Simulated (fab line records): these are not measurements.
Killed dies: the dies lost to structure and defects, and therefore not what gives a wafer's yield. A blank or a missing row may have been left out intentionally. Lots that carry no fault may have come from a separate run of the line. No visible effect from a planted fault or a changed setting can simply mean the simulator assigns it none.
Struck lot and sound lot, side by side | flow berkeley_cmos170 | 14 out of 331 route steps
Sound: these wafers, L384.2, L384.5, L384.6. Struck: wafers L376.1, L376.5, L376.6. The cause is given at the end.
For every step that has rows: the tool of each side, followed by ch and its chambers, followed by its first start. Under that, the readings that differ: sound wafers | struck wafers | difference of the means | sigmas: that difference in standard deviations of wafers without a fault.
alike: readings whose means differ by less than 2 such deviations, and words and numbers that are the same on both sides. not compared: withheld readings, readings that some wafer has no value for, bounds like >300 that may hide the same value, and numbers for which the record gives no deviation and whose values overlap.
Wherever a step has rows on one side only, a row that says differs or no value, or a row with sigmas, the two part there. Numbers that don't overlap but have no deviation are shown without sigmas and don't part them. A reading missing from all wafers of one side parts the sides only when that side holds two or more wafers.

UCB170_ZERO_STRIP_07: strips in O2.
  sound on plasma_asher-01 ch 0,1, day 6 17:55; struck on plasma_asher-04 ch 0,1, day 4 18:22
  alike: drypump_motor_current_A, oes_product_au, strip_time_to_endpoint_s
  not compared: rf_hours_counter_h
then, 2 steps without rows for these wafers: UCB170_NWELL_WET_ETCH_00 (etches SiO2 in dHF, time 200 s); UCB170_NWELL_OXIDATION_01 (target thk 26.4 nm, ox time 1260 s).
UCB170_NWELL_THK_MEAS_02:
  sound: film_metro-01 at day 6 23:21; struck: film_metro-04 at day 5 00:48
  alike: NWELL_OXIDE_THK
then, 2 steps without rows for these wafers: UCB170_NWELL_ANNEAL_03 (time 900 s); UCB170_NWELL_CVD_04 (deposits Si3N4 from SiH2Cl2/NH3, target thk 224 nm, time 3360 s).
UCB170_NWELL_THK_MEAS_05:
  sound: film_metro-03 at day 7 07:02; struck: film_metro-04 at day 5 08:04
  alike: NWELL_NITRIDE_THK
then, 5 steps without rows for these wafers: UCB170_NWELL_HMDS_06 (prime time 60 s); UCB170_NWELL_COAT_07 (resist thk 900 nm); UCB170_NWELL_SOFTBAKE_08 (time 60 s); UCB170_NWELL_EXPOSE_09 (exposes mask NWELL, target cd 3000 nm); UCB170_NWELL_PEB_10.
UCB170_NWELL_DEVELOP_11: develop time 45 s.
  struck on litho_track-01, day 5 09:00; sound on litho_track-01 ch 0, day 7 07:00
  no value came back on the struck wafers for chill_plate_temp_C (C), develop_time_s (s), resist_line_temp_C (C); on the sound wafers chill_plate_temp_C (C) reads 23.06 23.17 23.15
  reading                                | sound             | struck            | difference | sigmas
  model.KrF_of_NWELL_COAT_07.thk_nm (nm) | 887.8 887.1 885.6 | 900.3 896.9 898.9 | +11.9      |
UCB170_NWELL_OVL_MEAS_12:
  sound: overlay-01 at day 7 07:56; struck: overlay-02 at day 5 09:50
  reading        | sound   | struck | difference                    | sigmas
  NWELL_OVL (nm) | -6 3 -5 | - - -  | no value on the struck wafers |

== WHERE THEY PART ==
At UCB170_NWELL_DEVELOP_11 first; at UCB170_NWELL_OVL_MEAS_12 last (within this record only).

WHY: what had been put in by the simulator
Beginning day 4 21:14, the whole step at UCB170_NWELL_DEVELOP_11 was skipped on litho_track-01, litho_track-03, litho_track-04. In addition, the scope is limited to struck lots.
